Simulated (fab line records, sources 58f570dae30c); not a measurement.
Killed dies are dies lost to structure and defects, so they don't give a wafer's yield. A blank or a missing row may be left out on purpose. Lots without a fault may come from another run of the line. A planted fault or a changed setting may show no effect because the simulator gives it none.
A struck lot beside a sound one | flow berkeley_cmos170 | 14 steps out of a route of 331
Sound: wafers L940.1, L940.3, L940.5. Struck: wafers L948.4, L948.5, L948.6. The cause comes at the end.
At each step with rows: each side's tool, then ch and its chambers, then its first start. Under that, the readings that differ: sound wafers | struck wafers | difference of the means | sigmas: that difference in standard deviations of wafers without a fault.
alike: readings whose means differ by less than 2 such deviations, and words and numbers that are the same on both sides. not compared: withheld readings, readings that some wafer has no value for, bounds like >300 that may hide the same value, and numbers for which the record gives no deviation and whose values overlap.
The two part at a step that has a row with sigmas, a row that says differs or no value, or rows on one side only. Numbers that don't overlap but have no deviation are shown without sigmas and don't part them. A reading that every wafer of one side lacks parts them only if that side has two wafers or more.

UCB170_M1_STRIP_13: strips in O2.
  sound on plasma_asher-02 ch 0,1, day 9 07:40; struck on plasma_asher-01 ch 0,1, day 10 11:40
  alike: chamber_pressure_mTorr, drypump_motor_current_A, oes_product_au
  not compared: rf_hours_counter_h
UCB170_M1_CD_MEAS_90: target cd 700 nm.
  sound on cd_sem-02, day 9 07:46; struck on cd_sem-01, day 10 11:55
  alike: cd_nm
then, 1 step without rows for these wafers: UCB170_M1_ANNEAL_14 (time 1200 s).
UCB170_V1_CVD_00: deposits SiO2 from TEOS/O2, target thk 2000 nm, time 250 s.
  sound on pecvd-01 ch 0,1,2, day 9 11:34; struck on pecvd-04 ch 0,1,2, day 10 16:24
  alike: heater_power_w
UCB170_V1_THK_MEAS_01:
  sound on film_metro-04, day 9 11:44; struck on film_metro-03, day 10 16:31
  alike: V1_TEOS_THK
UCB170_V1_CMP_02: polishes SiO2.
  sound on cmp-02 ch 1,2, day 9 11:47; struck on cmp-02 ch 0,1,2, day 10 16:56
  alike: motor_current_A, slurry_filter_dp_kPa, slurry_flow_ml_min
UCB170_V1_BOW_MEAS_03:
  sound on film_metro-03, day 9 12:05; struck on film_metro-01, day 10 17:12
  alike: V1_BOW
UCB170_V1_THK_MEAS_04:
  sound on film_metro-03, day 9 12:13; struck on film_metro-01, day 10 17:17
  alike: V1_POLISHED_THK
then, 4 steps without rows for these wafers: UCB170_V1_CLEAN_05 (cleans in DIW); UCB170_V1_HMDS_06 (prime time 60 s); UCB170_V1_COAT_07 (resist thk 900 nm); UCB170_V1_SOFTBAKE_08 (time 60 s).
UCB170_V1_EXPOSE_09: exposes mask VIA1, target cd 700 nm.
  sound on krf_scanner-02 ch 0, day 9 13:06; struck on krf_scanner-02, day 10 18:09
  no value came back on the struck wafers for exposure_dose_mJ_cm2, focus_offset_nm (nm), na, sigma_outer; on the sound wafers exposure_dose_mJ_cm2 reads 38.24 38.25 38.33
  alike: mask
then, 1 step without rows for these wafers: UCB170_V1_PEB_10.

WHERE THEY PART
Only at UCB170_V1_EXPOSE_09, within this record.

WHY: what the simulator had put in
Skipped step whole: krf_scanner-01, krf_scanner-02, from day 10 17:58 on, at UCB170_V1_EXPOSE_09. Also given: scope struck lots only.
